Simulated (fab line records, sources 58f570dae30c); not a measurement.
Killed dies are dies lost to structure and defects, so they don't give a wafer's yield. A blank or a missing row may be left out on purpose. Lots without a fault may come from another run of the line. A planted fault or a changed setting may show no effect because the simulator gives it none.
Chamber matching | flow berkeley_cmos170 | UCB170_V1_CMP_02 on cmp-02: 4 sister chambers
The step polishes SiO2. 8 wafers are shown with their chamber, then 8 later ones without.

WAFERS WITH THEIR CHAMBER
wafer  | chamber | motor_current_A (A) | platen_rpm (rpm)
L244.1 | 2       | 14.9                | 59.95
L244.6 | 3       | 14.3                | 59.98
L246.3 | 3       | 14.9                | 59.99
L246.4 | 1       | 17.2                | 60.02
L254.1 | 0       | 16.9                | 60.02
L254.3 | 1       | 17.7                | 60.00
L254.4 | 2       | 15.6                | 59.92
L259.1 | 0       | 17.4                | 60.04

WAFERS WITHOUT THEIR CHAMBER
wafer  | motor_current_A (A) | platen_rpm (rpm)
L259.2 | 15.1                | 60.01
L259.4 | 15.0                | 60.01
L258.1 | 17.0                | 60.03
L258.2 | 15.2                | 59.98
L258.4 | 17.2                | 60.00
L257.2 | 14.7                | 60.04
L257.4 | 16.6                | 60.05
L257.6 | 18.6                | 59.93

WHICH CHAMBER EACH WENT THROUGH
wafer  | from the rows above     | in truth
L259.2 | 3                       | 3
L259.4 | 3                       | 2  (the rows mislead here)
L258.1 | can't be placed: 0 or 1 | 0
L258.2 | can't be placed: 3 or 2 | 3
L258.4 | can't be placed: 1 or 0 | 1
L257.2 | 3                       | 3
L257.4 | can't be placed: 0 or 1 | 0
L257.6 | can't be placed: 1 or 0 | 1
Placed correctly: 2 of 8. Can't be placed from these rows: 5 (the true chamber is among the candidates in 5). Placed wrongly: 1.
How it was worked out, from the rows above alone: a wafer's distance from a chamber is the root of the sum, over the readings, of the square of ((its reading less the chamber's mean) divided by the reading's scatter). The wafer belongs to the nearest chamber; if the next one is less than 2 further off, it can't be placed. A chamber's mean is the mean of its shown wafers. The scatter: the root of (the sum of the squares of (reading less its chamber's mean) over the shown wafers, divided by (wafers less chambers)).
